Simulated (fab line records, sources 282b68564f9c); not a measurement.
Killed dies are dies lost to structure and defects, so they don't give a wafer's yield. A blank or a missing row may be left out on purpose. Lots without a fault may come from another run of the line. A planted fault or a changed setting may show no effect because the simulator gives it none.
fab line records | flow rit_cmos
record lots=5 wafers=15 last_day=7
route steps=202 shown CONTACT@172 M1@184
lots that met no fault: from a run of the same line without faults
start_h: hours from the record's first day to the start of the lot's first wafer shown | wait_h: hours since the lot's step before | " the same as in the row above | L1.1+2: a row that stands for several wafers | - no value, or no start given | * or withheld: withheld | < > ~ a bound
route shown NAME@n: a module of which the file shows steps, and the number in the route of the first | usual: mean/standard deviation of fault-free wafers | same: alike in all rows | chamber/n: place in a boat | sites: the reading at each site | _std_site: their standard deviation | _edge_site: outer sites' mean less inner sites' | radius_mm: how far each site lies from the wafer's centre | mask NAME#n: copy n | behind: the tool/chamber that last shaped the wafer | hold: why the lot was held/for how many hours/how that ended | device: the transistor (n, p or np) that didn't switch | end of line: the same wafers' tests at the end of the route | a step without rows: its recipe alone | killed: dies lost to structure and defects at the first sort, not the wafer's yield | map: a wafer's dies, x killed, . not, _ none there
set.NAME: the setting as run; set.NAME@STEP: as run at that earlier step | model.NAME: the simulator's own value behind a step, which no gauge read
lots at some steps of the route; a table a step, a row a wafer
services: from which hour (start_h, from the record's first day; less than 0 if before it) a tool's chamber was out of use, for how many hours, and why
## steps
# step RIT_CONTACT_SOFTBAKE_04
# recipe resist=NOVOLAK temp_c=90 time_s=60
# step RIT_CONTACT_EXPOSE_05
# recipe mask_id=M11 na=0.6 source_shape=conventional sigma_outer=0.5 target_cd_nm=1000 dose_mj=250
# step RIT_CONTACT_PEB_06
# recipe resist=NOVOLAK temp_c=withheld time_s=withheld
# step RIT_CONTACT_DEVELOP_07
# recipe resist=NOVOLAK develop_time_s=120 dev_temp_c=23
# step RIT_CONTACT_CD_MEAS_08
# recipe target_cd_nm=1000
# usual cd_nm=1000.2/2.4
# columns lot.wafer tool chamber start_h wait_h cd_nm
L560.1 cd_sem-01 - 74.50 - 1000.8
L560.3 " - " " 1000.9
L560.5 " - " " 1001.8
L569.3 cd_sem-01 - 107.85 - 1001.8
L569.4 " - " " 1000.1
L569.6 " - " " 1000.2
L577.1 cd_sem-01 - 143.50 - 1000.3
L577.2 " - " " 1000.0
L577.5 " - " " 997.8
L578.3 cd_sem-02 - 147.33 - 1003.9
L578.4 " - " " 1001.4
L578.6 " - " " 1004.1
L580.1 cd_sem-01 - 161.81 - 1004.4
L580.2 " - " " 1006.8
L580.3 " - " " 1005.0
# step RIT_CONTACT_OVL_MEAS_09
# usual CONTACT_OVL=-0.9/1.5
# columns lot.wafer tool chamber start_h wait_h CONTACT_OVL[nm]
L560.1 overlay-01 - 74.62 0.1 0.5
L560.3 " - " " -0.1
L560.5 " - " " 1.4
L569.3 overlay-01 - 107.94 0.1 -2.4
L569.4 " - " " -1.2
L569.6 " - " " -3.4
L577.1 overlay-02 - 143.62 0.1 -0.3
L577.2 " - " " -2.0
L577.5 " - " " -1.2
L578.3 overlay-01 - 147.42 0.1 -1.1
L578.4 " - " " -1.0
L578.6 " - " " -0.3
L580.1 overlay-01 - 161.93 0.1 -0.3
L580.2 " - " " 0.5
L580.3 " - " " -0.5
# step RIT_CONTACT_HARDBAKE_10
# recipe resist=NOVOLAK temp_c=140 time_s=60
# step RIT_CONTACT_ETCH_11
# recipe target_depth_a=4800 over_etch_frac=0.2 stop_on=TiSi2 chemistry=CHF3/CF4/Ar target=SiO2 CHF3_flow_sccm=50 cf4_flow_sccm=10 Ar_flow_sccm=100 O2_flow_sccm=5 pressure_mtorr=100 rf_w=200 time_s=320
# usual drypump_motor_current_A=5.9/0.42 oes_product_au=1.001/0.014 throttle_valve_pct=8.88/0.09
# columns lot.wafer tool chamber start_h wait_h drypump_motor_current_A oes_product_au rf_hours_counter_h throttle_valve_pct
L560.1 rie_diel-01 3 74.86 0.1 6.3 0.983 127 8.86
L560.3 " 2 " " 6.1 1.025 3 9.07
L560.5 " 2 " " 6.1 1.028 - 9.06
L569.3 rie_diel-04 0 108.12 0.1 5.7 1.010 4 8.77
L569.4 " 3 " " 5.9 0.997 144 8.85
L569.6 " 1 " " 6.7 1.002 - 8.84
L577.1 rie_diel-01 3 143.81 0.1 6.4 0.983 128 8.86
L577.2 " 1 " " 5.6 1.015 0 8.82
L577.5 " 0 " " 5.7 1.007 - 8.88
L578.3 rie_diel-04 1 147.59 0.1 6.7 1.001 42 8.83
L578.4 " 2 " " 5.4 0.975 146 8.83
L578.6 " 3 " " 5.9 1.004 - 8.86
L580.1 rie_diel-04 0 162.21 0.1 5.7 1.012 5 8.77
L580.2 " 1 " " 6.6 1.003 42 8.84
L580.3 " 3 " " 5.9 1.001 145 8.85
# step RIT_CONTACT_STRIP_12
# recipe chemistry=O2 time_s=180 resist=NOVOLAK platen_temp_c=withheld power_w=500 pressure_mtorr=4000 o2_flow_sccm=4000
# usual drypump_motor_current_A=6.0/0.39
# columns lot.wafer tool chamber start_h wait_h drypump_motor_current_A rf_hours_counter_h
L560.1 plasma_asher-02 1 75.06 0.1 5.7 29
L560.3 " 1 " " 5.7 -
L560.5 " 0 " " 6.3 -
L569.3 plasma_asher-04 1 108.37 0.2 6.6 -
L569.4 " 0 " " 5.7 -
L569.6 " 1 " " 6.7 -
L577.1 plasma_asher-01 0 144.00 0.1 5.6 2
L577.2 " 1 " " 5.7 2
L577.5 " 1 " " 5.7 -
L578.3 plasma_asher-02 1 147.84 0.2 5.7 -
L578.4 " 0 " " 6.3 -
L578.6 " 1 " " 5.6 -
L580.1 plasma_asher-04 0 162.41 0.1 5.7 52
L580.2 " 1 " " 6.6 52
L580.3 " 1 " " 6.6 -
# step RIT_CONTACT_CD_MEAS_90
# recipe target_cd_nm=1000
# usual cd_nm=1000.3/2.4
# columns lot.wafer tool chamber start_h wait_h cd_nm
L560.1 cd_sem-01 - 75.23 0.1 1001.8
L560.3 " - " " 1000.8
L560.5 " - " " 1002.2
L569.3 cd_sem-01 - 108.52 0.1 1002.2
L569.4 " - " " 999.9
L569.6 " - " " 999.9
L577.1 cd_sem-02 - 144.17 0.1 1000.7
L577.2 " - " " 1000.0
L577.5 " - " " 997.9
L578.3 cd_sem-02 - 148.00 0.1 1004.7
L578.4 " - " " 1001.5
L578.6 " - " " 1004.6
L580.1 cd_sem-02 - 162.58 0.1 1004.0
L580.2 " - " " 1006.8
L580.3 " - " " 1005.5
# step RIT_CONTACT_CLEAN_13
# recipe chemistry=SC1 mix=3:3:50 time_s=600 temp_c=75
# step RIT_CONTACT_CLEAN_14
# recipe chemistry=SC2 mix=3:3:50 time_s=600 temp_c=75 dry=n2_spin
# step RIT_M1_SPUTTER_00
# recipe material=Al target_thk_nm=400 power_w=2000 chamber_pressure_pa=0.4 gas=Ar time_s=500 substrate_temp_c=25
# usual chamber_pressure_pa=0.3999/0.00077 throttle_valve_pct=30.0/0.82
# columns lot.wafer tool chamber start_h wait_h chamber_pressure_pa throttle_valve_pct model.Al_of_M1_SPUTTER_00.thk_nm
L560.1 pvd_sputter-03 - 76.29 0.0 0.3991 28.7 397.1
L560.3 " - " " 0.3996 30.2 397.7
L560.5 " - " " 0.3991 30.2 396.5
L569.3 pvd_sputter-02 - 108.95 0.0 0.4002 30.2 401.3
L569.4 " - " " 0.3994 29.0 395.5
L569.6 " - " " 0.3998 30.4 395.4
L577.1 pvd_sputter-02 - 144.64 0.0 0.3996 30.5 395.1
L577.2 " - " " 0.4005 30.2 398.7
L577.5 " - " " 0.5080 25.7 370.5
L578.3 pvd_sputter-03 - 148.45 0.0 0.4002 28.7 388.3
L578.4 " - " " 0.3980 30.7 387.9
L578.6 " - " " 0.4000 30.5 391.3
L580.1 pvd_sputter-03 - 163.27 0.0 0.3997 30.4 396.5
L580.2 " - " " 0.3997 29.6 395.7
L580.3 " - " " 0.4001 28.7 399.6
# step RIT_M1_RS_MEAS_01
# recipe thk_meas_gauge=four-point-probe reads=Al_of_M1_SPUTTER_00
# usual M1_AL_RS=0.0736/0.00073
# columns lot.wafer tool chamber start_h wait_h M1_AL_RS[ohm/sq]
L560.1 film_metro-03 - 76.59 0.1 0.0739
L560.3 " - " " 0.0739
L560.5 " - " " 0.0740
L569.3 film_metro-03 - 109.29 0.2 0.0731
L569.4 " - " " 0.0743
L569.6 " - " " 0.0741
L577.1 film_metro-01 - 144.94 0.1 0.0740
L577.2 " - " " 0.0734
L577.5 " - " " 0.0800
L578.3 film_metro-04 - 148.78 0.2 0.0758
L578.4 " - " " 0.0758
L578.6 " - " " 0.0752
L580.1 film_metro-03 - 163.57 0.1 0.0739
L580.2 " - " " 0.0742
L580.3 " - " " 0.0733
# step RIT_M1_THK_MEAS_02
# recipe thk_meas_gauge=xrf reads=Al_of_M1_SPUTTER_00
# usual M1_AL_THK=401/4.3
# columns lot.wafer tool chamber start_h wait_h M1_AL_THK[nm]
L560.1 film_metro-03 - 76.71 0.1 401
L560.3 " - " " 399
L560.5 " - " " 398
L569.3 film_metro-03 - 109.39 0.1 406
L569.4 " - " " 398
L569.6 " - " " 400
L577.1 film_metro-01 - 145.06 0.1 397
L577.2 " - " " 399
L577.5 " - " " 369
L578.3 film_metro-04 - 148.88 0.1 390
L578.4 " - " " 389
L578.6 " - " " 392
L580.1 film_metro-03 - 163.69 0.1 403
L580.2 " - " " 403
L580.3 " - " " 408
# step RIT_M1_HMDS_03
# recipe prime_time_s=60 prime_temp_c=140
# step RIT_M1_COAT_04
# recipe resist=NOVOLAK spin_rpm=2000 resist_thk_nm=1300
# step RIT_M1_SOFTBAKE_05
# recipe resist=NOVOLAK temp_c=90 time_s=60
# step RIT_M1_EXPOSE_06
# recipe mask_id=M12 na=0.6 source_shape=conventional sigma_outer=0.5 target_cd_nm=2600 dose_mj=250
# step RIT_M1_PEB_07
# recipe resist=NOVOLAK temp_c=withheld time_s=withheld
# step RIT_M1_DEVELOP_08
# recipe resist=NOVOLAK develop_time_s=68 dev_temp_c=23
# step RIT_M1_CD_MEAS_09
# recipe target_cd_nm=2600
# usual cd_nm=2599.4/1.9
# columns lot.wafer tool chamber start_h wait_h cd_nm
L560.1 cd_sem-01 - 77.77 - 2601.0
L560.3 " - " " 2599.7
L560.5 " - " " 2598.1
L569.3 cd_sem-02 - 110.47 - 2598.5
L569.4 " - " " 2598.2
L569.6 " - " " 2599.3
L577.1 cd_sem-01 - 146.00 - 2599.4
L577.2 " - " " 2603.3
L577.5 " - " " 2599.8
L578.3 cd_sem-02 - 149.97 - 2600.3
L578.4 " - " " 2599.9
L578.6 " - " " 2600.9
L580.1 cd_sem-01 - 164.63 - 2598.8
L580.2 " - " " 2596.7
L580.3 " - " " 2597.8
# step RIT_M1_OVL_MEAS_10
# usual M1_OVL=-0.5/1.3
# columns lot.wafer tool chamber start_h wait_h M1_OVL[nm]
L560.1 overlay-01 - 77.89 0.1 -0.1
L560.3 " - " " -0.6
L560.5 " - " " -1.2
L569.3 overlay-02 - 110.57 0.1 -1.9
L569.4 " - " " 0.4
L569.6 " - " " 0.2
L577.1 overlay-02 - 146.12 0.1 -4.0
L577.2 " - " " -1.3
L577.5 " - " " -2.8
L578.3 overlay-01 - 150.06 0.1 0.6
L578.4 " - " " -0.8
L578.6 " - " " 0.3
L580.1 overlay-02 - 164.75 0.1 1.6
L580.2 " - " " 0.7
L580.3 " - " " 0.2
# step RIT_M1_HARDBAKE_11
# recipe resist=NOVOLAK temp_c=140 time_s=120
# step RIT_M1_METAL_ETCH_12
# recipe stop_on=SiO2 chemistry=Cl2/BCl3 target=Al time_s=165 over_etch_frac=0.5 pressure_mtorr=100 target_depth_a=6000 rf_w=250 Cl2_flow_sccm=60 bcl3_flow_sccm=50
# usual drypump_motor_current_A=5.6/0.49 oes_product_au=0.768/0.012 throttle_valve_pct=8.22/0.12
# columns lot.wafer tool chamber start_h wait_h drypump_motor_current_A oes_product_au rf_hours_counter_h throttle_valve_pct
L560.1 rie_metal-02 1 78.18 0.2 6.4 0.775 35 8.46
L560.3 " 0 " " 5.6 0.762 - 8.23
L560.5 " 1 " " 6.4 0.770 - 8.45
L569.3 rie_metal-02 0 110.89 0.2 5.6 0.771 - 8.24
L569.4 " 1 " " 6.4 0.774 - 8.45
L569.6 " 1 " " 6.4 0.773 - 8.46
L577.1 rie_metal-01 1 146.40 0.2 6.1 0.748 5 8.34
L577.2 " 0 " " 4.9 0.752 6 8.09
L577.5 " 0 " " 4.9 0.723 - 8.09
L578.3 rie_metal-04 0 150.39 0.2 5.1 0.748 - 8.13
L578.4 " 1 " " 5.6 0.772 - 8.14
L578.6 " 0 " " 5.1 0.755 - 8.13
L580.1 rie_metal-01 1 165.03 0.2 6.1 0.750 5 8.33
L580.2 " 0 " " 4.9 0.758 6 8.09
L580.3 " 0 " " 4.9 0.759 - 8.10
# step RIT_M1_STRIP_13
# recipe chemistry=nmp resist=NOVOLAK temp_c=80 time_s=600 dry=n2_spin
# step RIT_M1_PROBE_99
# usual defect_limited_yield=97.3/1.2 killed_at_contacts=0.1/0.38 killed_at_front_end=7/3.2 killed_dies=7/3.2 killed_on_rim=1.9/1.5 killed_open=3.6/2.1 killed_short=3.5/2 sort_bin_3_pad_short=0.1/0.19 sort_bin_5_function=1.6/0.87 sort_bin_6_memory=1.0/0.65 sort_n_pass=257/3.2 sort_yield_pct=97.3/1.2
# same gross_dies=264 killed_at_M0_to_M3=0 killed_at_M4_up=0 killed_at_back_side=0 killed_at_other=0
# columns lot.wafer tool chamber start_h wait_h defect_limited_yield[%] killed_at_contacts killed_at_front_end killed_dies killed_on_rim killed_open killed_short sort_bin_3_pad_short[%] sort_bin_5_function[%] sort_bin_6_memory[%] sort_n_pass sort_yield_pct[%] model.etest.m1.rs_ohm_sq
L560.1 prober-01 - 80.74 0.1 97.0 0 8 8 2 2 6 0 0.8 2.3 256 97.0 0.07287
L560.3 prober-01 - 80.84 0.2 96.2 0 10 10 0 5 5 0 1.5 2.3 254 96.2 0.07285
L560.5 prober-01 - 80.94 0.2 98.5 0 4 4 1 4 0 0 0.8 0.8 260 98.5 0.07289
L569.3 prober-01 - 113.19 0.2 98.1 0 5 5 0 4 1 0 1.1 0.8 259 98.1 0.07266
L569.4 prober-01 - 113.24 0.2 95.8 0 11 11 3 6 5 0.4 3.4 0.4 253 95.8 0.07297
L569.6 prober-01 - 113.34 0.2 98.1 0 5 5 1 3 2 0 0.8 1.1 259 98.1 0.07358
L577.1 prober-01 - 149.27 0.1 95.5 0 12 12 5 4 8 0 2.7 1.9 252 95.5 0.07316
L577.2 prober-01 - 149.32 0.1 96.6 0 9 9 3 4 5 0 2.3 1.1 255 96.6 0.07248
L577.5 prober-01 - 149.47 0.2 98.9 0 3 3 1 3 0 0 0.8 0.4 261 98.9 0.07847
L578.3 prober-02 - 152.68 0.2 95.5 0 12 12 3 7 5 0 3.0 1.5 252 95.5 0.07462
L578.4 prober-02 - 152.73 0.2 96.2 0 10 10 2 2 8 0 2.7 1.1 254 96.2 0.07498
L578.6 prober-02 - 152.83 0.2 96.2 0 10 10 2 6 4 0.4 2.7 0.8 254 96.2 0.074
L580.1 prober-02 - 168.55 0.1 98.5 0 4 4 0 2 2 0 1.1 0.4 260 98.5 0.07278
L580.2 prober-02 - 168.60 0.1 97.7 0 6 6 3 3 3 0 2.3 0 258 97.7 0.07344
L580.3 prober-02 - 168.65 0.2 97.3 1 6 7 3 1 6 0.4 1.5 0.8 257 97.3 0.07271
# killed by level:class
L560.1 SPACER:geometric_particle:short=3 GATE:geometric_particle:short=2 GATE:geometric_particle:open=1 SPACER:geometric_particle:open=1 SILICIDE:geometric_particle:short=1
L560.3 SPACER:geometric_particle:short=3 GATE:geometric_particle:open=2 FOX2:geometric_particle:short=1 GATE:geometric_particle:short=1 REOX:geometric_particle:open=1 SPACER:geometric_particle:open=1 SILICIDE:geometric_particle:open=1
L560.5 FOX2:geometric_particle:open=1 REOX:geometric_particle:open=1 SPACER:geometric_particle:open=1 SILICIDE:geometric_particle:open=1
L569.3 GATE:geometric_particle:open=3 GATE:geometric_particle:short=1 REOX:geometric_particle:open=1
L569.4 GATE:geometric_particle:open=4 GATE:geometric_particle:short=4 FOX1:geometric_particle:open=2 FOX2:geometric_particle:short=1
L569.6 FOX1:geometric_particle:open=1 FOX2:geometric_particle:open=1 GATE:geometric_particle:short=1 GATE:geometric_particle:open=1 REOX:geometric_particle:short=1
L577.1 GATE:geometric_particle:short=4 FOX1:geometric_particle:short=2 GATE:geometric_particle:open=2 FOX2:geometric_particle:open=1 REOX:geometric_particle:short=1 SPACER:geometric_particle:short=1 SILICIDE:geometric_particle:open=1
L577.2 FOX1:geometric_particle:short=2 GATE:geometric_particle:short=2 GATE:geometric_particle:open=2 REOX:geometric_particle:open=1 SPACER:geometric_particle:open=1 SILICIDE:geometric_particle:short=1
L577.5 GATE:geometric_particle:open=1 REOX:geometric_particle:open=1 SPACER:geometric_particle:open=1
L578.3 GATE:geometric_particle:open=3 FOX1:geometric_particle:open=2 FOX2:geometric_particle:short=2 GATE:geometric_particle:short=2 FOX2:geometric_particle:open=1 SPACER:geometric_particle:short=1 SPACER:geometric_particle:open=1
L578.4 GATE:geometric_particle:short=4 FOX1:geometric_particle:short=2 FOX2:geometric_particle:open=2 FOX2:geometric_particle:short=1 SILICIDE:geometric_particle:short=1
L578.6 SPACER:geometric_particle:open=3 FOX2:geometric_particle:short=2 FOX1:geometric_particle:open=1 GATE:geometric_particle:short=1 GATE:geometric_particle:open=1 SILICIDE:geometric_particle:short=1 SILICIDE:geometric_particle:open=1
L580.1 GATE:geometric_particle:short=2 GATE:geometric_particle:open=1 REOX:geometric_particle:open=1
L580.2 GATE:geometric_particle:open=2 FOX2:geometric_particle:short=1 FOX2:geometric_particle:open=1 REOX:geometric_particle:short=1 SPACER:geometric_particle:short=1
L580.3 REOX:geometric_particle:short=2 FOX1:geometric_particle:short=1 FOX2:geometric_particle:open=1 FOX2:geometric_particle:short=1 GATE:geometric_particle:short=1 CONTACT:geometric_particle:short=1
## services
# columns tool chamber start_h hours kind
rie_diel-04 0 54.08 5.1 repair
plasma_asher-04 - 57.13 14.6 pm
rie_metal-04 1 58.06 6.4 repair
rie_metal-02 1 61.91 12.4 repair
rie_metal-01 1 68.76 2.6 repair
rie_diel-04 1 74.42 8.0 repair
plasma_asher-01 - 80.55 13.0 repair
rie_metal-01 - 84.68 4.3 pm
rie_metal-01 - 91.54 2.8 pm
pvd_sputter-02 - 91.72 6.4 repair
plasma_asher-01 - 108.75 9.0 pm
plasma_asher-01 0 108.75 9.0 vent_cycle
plasma_asher-01 1 108.75 9.0 vent_cycle
rie_diel-04 - 118.41 14.6 pm
rie_diel-01 1 122.58 - clean
rie_diel-01 1 122.58 19.2 scheduled_down
rie_diel-01 1 122.58 19.2 vent_cycle
rie_metal-02 - 136.12 20.0 pm
rie_metal-02 0 136.12 20.0 vent_cycle
rie_metal-02 1 136.12 20.0 vent_cycle
rie_metal-02 0 156.12 - clean
rie_metal-02 1 156.12 - clean
plasma_asher-04 - 157.55 2.8 pm
rie_diel-01 - 162.41 0.7 repair
## key
first_sign step=RIT_M1_SPUTTER_00 reading=chamber_pressure_pa direction=up sigmas=99+ usual=0.3999 struck=0.5080
effect step=RIT_M1_SPUTTER_00 reading=throttle_valve_pct direction=down sigmas=5.3 usual=30.0 struck=25.7
effect step=RIT_M1_RS_MEAS_01 reading=M1_AL_RS direction=up sigmas=8.8 usual=0.0736 struck=0.0800
effect step=RIT_M1_THK_MEAS_02 reading=M1_AL_THK direction=down sigmas=7.5 usual=401 struck=369
effect step=RIT_M1_METAL_ETCH_12 reading=oes_product_au direction=down sigmas=3.7 usual=0.768 struck=0.723
model_effect step=RIT_M1_SPUTTER_00 value=Al_of_M1_SPUTTER_00.thk_nm without=395.1 struck=370.5
model_effect step=RIT_M1_PROBE_99 value=etest.m1.rs_ohm_sq without=0.0736 struck=0.07847
met_at RIT_M1_SPUTTER_00
struck_wafers L577.5
onset_between 108.95 144.64
fault kind=process_parameter_drift tool=pvd_sputter-02 chamber=- onset_h=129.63 steps=RIT_M1_SPUTTER_00 channel=chamber_pressure_pa offset=0.10787 shape=step end_h=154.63 stated=0.4 scope=struck_wafers_only
